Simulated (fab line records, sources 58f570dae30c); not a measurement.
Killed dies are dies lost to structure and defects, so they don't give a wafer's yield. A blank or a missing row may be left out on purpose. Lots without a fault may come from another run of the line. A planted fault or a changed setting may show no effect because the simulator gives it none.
Which tool did it? | flow berkeley_cmos170 | 13 lots, 39 wafers sampled, at 3 steps of a route of 331

WHAT THE GAUGES READ, wafer by wafer
UCB170_M1_RS_MEAS_01: measures by four-point-probe. Usual: M1_AL_RS 0.0484 ohm/sq, standard deviation 0.00056.
lot  | measured     | on            | M1_AL_RS (ohm/sq)    | flag
L997 | day 8 16:17  | film_metro-02 | 0.0493 0.0481 0.0482 |
L999 | day 9 07:01  | film_metro-01 | 0.0482 0.0484 0.0484 |
L101 | day 9 07:13  | film_metro-01 | 0.0489 0.0494 0.0488 |
L100 | day 9 09:05  | film_metro-01 | 0.0487 0.0485 0.0481 |
L102 | day 9 09:32  | film_metro-02 | 0.0486 0.0478 0.0473 |
L105 | day 10 00:02 | film_metro-02 | 0.0485 0.0497 0.0484 |
L106 | day 10 07:59 | film_metro-01 | 0.0496 0.0485 0.0487 |
L108 | day 10 21:14 | film_metro-04 | 0.0495 0.0489 0.0486 |
L116 | day 12 00:55 | film_metro-04 | 0.0487 0.0478 0.0479 |
L112 | day 12 02:08 | film_metro-01 | 0.0482 0.0487 0.0388 | OFF
L117 | day 12 23:32 | film_metro-02 | 0.0480 0.0493 0.0482 |
L119 | day 13 08:54 | film_metro-01 | 0.0473 0.0475 0.0485 |
L118 | day 13 09:28 | film_metro-04 | 0.0483 0.0485 0.0486 |

UCB170_M1_THK_MEAS_02: measures by xrf. Usual: M1_AL_THK 597 nm, standard deviation 7.1.
lot  | measured     | on            | M1_AL_THK (nm) | flag
L997 | day 8 16:24  | film_metro-02 | 582 596 596    |
L999 | day 9 07:07  | film_metro-01 | 601 597 603    |
L101 | day 9 07:20  | film_metro-01 | 589 585 593    |
L100 | day 9 09:12  | film_metro-01 | 598 595 602    |
L102 | day 9 09:38  | film_metro-02 | 593 605 607    |
L105 | day 10 00:10 | film_metro-02 | 590 578 590    |
L106 | day 10 08:06 | film_metro-01 | 584 598 595    |
L108 | day 10 21:22 | film_metro-04 | 585 596 596    |
L116 | day 12 01:02 | film_metro-04 | 592 607 603    |
L112 | day 12 02:14 | film_metro-01 | 598 588 741    | OFF
L117 | day 12 23:40 | film_metro-02 | 594 582 596    |
L119 | day 13 09:00 | film_metro-01 | 611 610 597    |
L118 | day 13 09:35 | film_metro-04 | 597 594 595    |

WHICH TOOL RAN EACH LOT (tool, then ch and the chambers of the sampled wafers, then the start)
lot  | UCB170_M1_SPUTTER_00
L997 | pvd_sputter-03, day 8 16:13
L999 | pvd_sputter-02, day 9 06:54
L101 | pvd_sputter-03, day 9 07:10
L100 | pvd_sputter-02, day 9 09:01
L102 | pvd_sputter-03, day 9 09:27
L105 | pvd_sputter-03, day 9 23:58
L106 | pvd_sputter-02, day 10 07:54
L108 | pvd_sputter-02, day 10 21:11
L116 | pvd_sputter-03, day 12 00:52
L112 | pvd_sputter-02, day 12 02:03
L117 | pvd_sputter-03, day 12 23:28
L119 | pvd_sputter-03, day 13 08:48
L118 | pvd_sputter-01, day 13 09:24
- UCB170_M1_SPUTTER_00: material Al, target thk 600 nm, time 80 s.

WHAT THE TOOLS THEMSELVES READ (means of the sampled wafers that have a number; where no wafer has one, the mark that the record gives instead)
UCB170_M1_SPUTTER_00. Usual: throttle_valve_pct 29.9 %, standard deviation 1.5.
lot  | tool           | throttle_valve_pct (%) | flag
L997 | pvd_sputter-03 | 29.4                   |
L999 | pvd_sputter-02 | 29.5                   |
L101 | pvd_sputter-03 | 30.6                   |
L100 | pvd_sputter-02 | 30.6                   |
L102 | pvd_sputter-03 | 29.2                   |
L105 | pvd_sputter-03 | 28.3                   |
L106 | pvd_sputter-02 | 30.0                   |
L108 | pvd_sputter-02 | 30.9                   |
L116 | pvd_sputter-03 | 28.3                   |
L112 | pvd_sputter-02 | 30.6                   |
L117 | pvd_sputter-03 | 29.4                   |
L119 | pvd_sputter-03 | 29.2                   |
L118 | pvd_sputter-01 | 30.0                   |

THE ANSWER, worked out from the rows above alone
Rule: a lot is off if the mean of its wafers that have a number lies more than 3 standard deviations from the usual mean. A lot without any number at a reading at which 4 lots or more have one is off too. The other lots that the step has rows for count as sound. The gauges are gone through in route order, then the tools' own readings, and for those a lot's mean is taken as printed above. The first step at which some lot is off is used, and at that step the reading that is off furthest; a lot without a number counts as furthest.
Off: L112, at UCB170_M1_RS_MEAS_01 (M1_AL_RS).
A tool fits if, at a process step before that reading, it ran every lot that is off, and no sound lot after the first of them. The gauges at UCB170_M1_RS_MEAS_01 are tried like those tools. One fits: pvd_sputter-02 at UCB170_M1_SPUTTER_00. Its last sound lot is L108 (day 10 21:11), its first lot that is off L112 (day 12 02:03): a fault that began between those two fits.

WHAT THE SIMULATOR HAD PUT IN
Process parameter drift: pvd_sputter-02, from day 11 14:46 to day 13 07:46, at UCB170_M1_SPUTTER_00. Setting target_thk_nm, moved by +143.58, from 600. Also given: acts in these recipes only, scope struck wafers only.
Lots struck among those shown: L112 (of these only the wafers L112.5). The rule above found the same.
